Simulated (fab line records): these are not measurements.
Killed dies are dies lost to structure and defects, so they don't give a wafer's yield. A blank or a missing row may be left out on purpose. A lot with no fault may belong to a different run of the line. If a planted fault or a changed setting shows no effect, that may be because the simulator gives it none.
A lot that was struck, set against a sound lot || flow berkeleyCmos170 || 15 out of 331 route steps
Sound: wafers L678.1, L678.4, L678.5. Wafers L689.3, L689.4, L689.5 were the ones struck. The cause is given at the end.
For every step that has rows: the tool of each side, followed by ch and its chambers, followed by its first start. Under that, the readings that differ: sound wafers || struck wafers || difference of the means || sigmas: that difference in standard deviations of wafers without a fault.
alike: readings whose means differ by less than 2 such deviations, and words and numbers that are the same on both sides. not compared: withheld readings, readings that some wafer has no value for, bounds like >300 that may hide the same value, and numbers for which the record gives no deviation and whose values overlap.
Wherever a step has rows on one side only, a row that says differs or no value, or a row with sigmas, the two part there. Numbers that don't overlap but have no deviation are shown without sigmas and don't part them. A reading that every wafer of one side lacks parts them only if that side has two wafers or more.

UCB170_NVT_OVL_MEAS_06:
  sound on overlay-02, day 7 21:44; struck on overlay-01, day 10 07:10
  alike: NVT_OVL
following that, these wafers have no rows for 1 step: UCB170_NVT_IMPLANT_07.
UCB170_NVT_STRIP_08: strips in O2.
  sound on plasmaAsher-04 ch 0,1, day 7 21:55; struck on plasmaAsher-01 ch 0,1, day 10 07:23
  alike: drypumpMotorCurrentA, oesProductAu, stripTimeToEndpointS
  not compared: rfHoursCounterH
UCB170_NVT_TW_MEAS_09:
  sound on filmMetro-01, day 7 22:01; struck on filmMetro-02, day 10 07:28
  alike: NVT_TW
then, 7 steps without rows for these wafers: UCB170_NVT_CLEAN_10 (cleans in SPM, time 600 s); UCB170_PVT_HMDS_00 (prime time 60 s); UCB170_PVT_COAT_01 (resist thk 900 nm); UCB170_PVT_SOFTBAKE_02 (time 60 s); UCB170_PVT_EXPOSE_03 (exposes mask NWELL, target cd 3000 nm); UCB170_PVT_PEB_04; UCB170_PVT_DEVELOP_05 (develop time 45 s).
UCB170_PVT_OVL_MEAS_06:
  sound on overlay-01, day 8 00:12; struck on overlay-01, day 10 09:10
  alike: PVT_OVL
UCB170_PVT_IMPLANT_07:
  sound on implanter-03 ch 0, day 8 00:14; struck on implanter-03 ch 0, day 10 09:14
{"reading": "beamEnergyKeV", "sound": "29.983 29.993 30.005", "struck": "29.131 29.134 29.133", "difference": -0.861, "sigmas": -88}
{"reading": "model.implant.drpNm (nm)", "sound": "16.56 16.56 16.56", "struck": "16.27 16.27 16.27", "difference": -0.29, "sigmas": ""}
  alike: doseIonsCm2
UCB170_PVT_STRIP_08: strips in O2.
  sound on plasmaAsher-04 ch 0,1, day 8 00:23; struck on plasmaAsher-04 ch 0,1, day 10 09:22
  alike: drypumpMotorCurrentA, oesProductAu, stripTimeToEndpointS
  not compared: rfHoursCounterH
-- the record jumps here: 3 days lie between the struck wafers' starts before and after (it left off in module PVT and takes up again in module M3, whose first step shown is number 331 of the route) --
UCB170_M3_PROBE_99:
  rows exist in the record for the struck wafers here (prober-02, day 13 07:25), but not for the sound ones

## WHERE THEY PART
Last at UCB170_M3_PROBE_99 as far as this record goes, first at UCB170_PVT_IMPLANT_07.

WHY: the cause the simulator had injected
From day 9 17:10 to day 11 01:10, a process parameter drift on implanter-03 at UCB170_PVT_IMPLANT_07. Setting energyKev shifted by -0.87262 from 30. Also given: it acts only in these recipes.
